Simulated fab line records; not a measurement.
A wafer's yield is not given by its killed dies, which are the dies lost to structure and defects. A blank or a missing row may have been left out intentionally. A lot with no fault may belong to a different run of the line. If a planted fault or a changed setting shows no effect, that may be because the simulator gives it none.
Struck lot and sound lot, side by side || flow berkeley-cmos170 || 15 steps out of a route of 331
Sound: the wafers L132.2, L132.4, L132.6. Wafers L142.1, L142.5, L142.6 were the ones struck. At the end, the cause is stated.
For every step that has rows: the tool of each side, followed by ch and its chambers, followed by its first start. Under that, the readings that differ: sound wafers || struck wafers || difference of the means || sigmas: that difference in standard deviations of wafers without a fault.
alike: words and numbers the same on both sides, and readings whose means are apart by under 2 such deviations; not compared: readings that were withheld, readings missing a value for some wafer, numbers with overlapping values and no deviation given by the record, and bounds like >300 which may hide the same value.
Wherever a step has rows on one side only, a row that says differs or no value, or a row with sigmas, the two part there. Numbers that don't overlap but have no deviation are shown without sigmas and don't part them. A reading missing from all wafers of one side parts the sides only when that side holds two or more wafers.

first, 4 steps without rows for these wafers: UCB170_NWELL_SOFTBAKE_08 (time 60 s); UCB170_NWELL_EXPOSE_09 (exposes mask NWELL, target cd 3000 nm); UCB170_NWELL_PEB_10; UCB170_NWELL_DEVELOP_11 (develop time 45 s).
UCB170_NWELL_OVL_MEAS_12:
  sound: overlay-02 at day 3 00:58; struck: overlay-01 at day 5 02:38
  alike: NWELL_OVL
UCB170_NWELL_ETCH_13: etches Si3N4 in CH3F/Ar/O2, stops on SiO2, target depth 246.4 nm, time 154 s.
  sound on rie-diel-04 ch 0,1,2, day 3 01:00; struck on rie-diel-03 ch 0,1, day 5 02:40
  alike: CH3F_flow_sccm, chamber-pressure-mTorr, drypump-motor-current-A, oes-product-au, throttle-valve-pct
  not compared: rf-hours-counter-h
following that, these wafers have no rows for 1 step: UCB170_NWELL_IMPLANT_14.
UCB170_NWELL_STRIP_15: strips in O2.
  sound on plasma-asher-02 ch 0,1, day 3 01:15; struck on plasma-asher-03 ch 0,1, day 5 02:56
  alike: chamber-pressure-mTorr, drypump-motor-current-A, oes-product-au, strip-time-to-endpoint-s
  not compared: rf-hours-counter-h
UCB170_NWELL_TW_MEAS_16:
  sound: film-metro-01 at day 3 01:22; struck: film-metro-03 at day 5 03:02
  alike: NWELL_TW
then, 3 steps without rows for these wafers: UCB170_NWELL_CLEAN_17 (cleans in SPM, time 600 s); UCB170_NWELL_WET_ETCH_18 (etches Si3N4 in H3PO4, time 14400 s); UCB170_NWELL_WET_ETCH_19 (etches SiO2 in BOE, time 22 s).
UCB170_PWELL_CLEAN_00: cleans in SPM, time 600 s.
  sound on wet-bench-02 ch 2, day 3 05:59; struck on wet-bench-04 ch 2, day 5 10:02
  no value came back on the struck wafers for bath-guard-temp-C (C), bath-heat-duty-pct (%); on the sound wafers bath-guard-temp-C (C) reads 120.8 120.7 120.5
then, 2 steps without rows for these wafers: UCB170_PWELL_CLEAN_01 (cleans in dHF, time 60 s); UCB170_M3_PROBE_99.

== WHERE THEY PART ==
UCB170_PWELL_CLEAN_00 only, going by this record.

WHY: whatever the simulator had introduced
At UCB170_PWELL_CLEAN_00, the step was skipped entirely on wet-bench-04 from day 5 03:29 on. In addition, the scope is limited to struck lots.
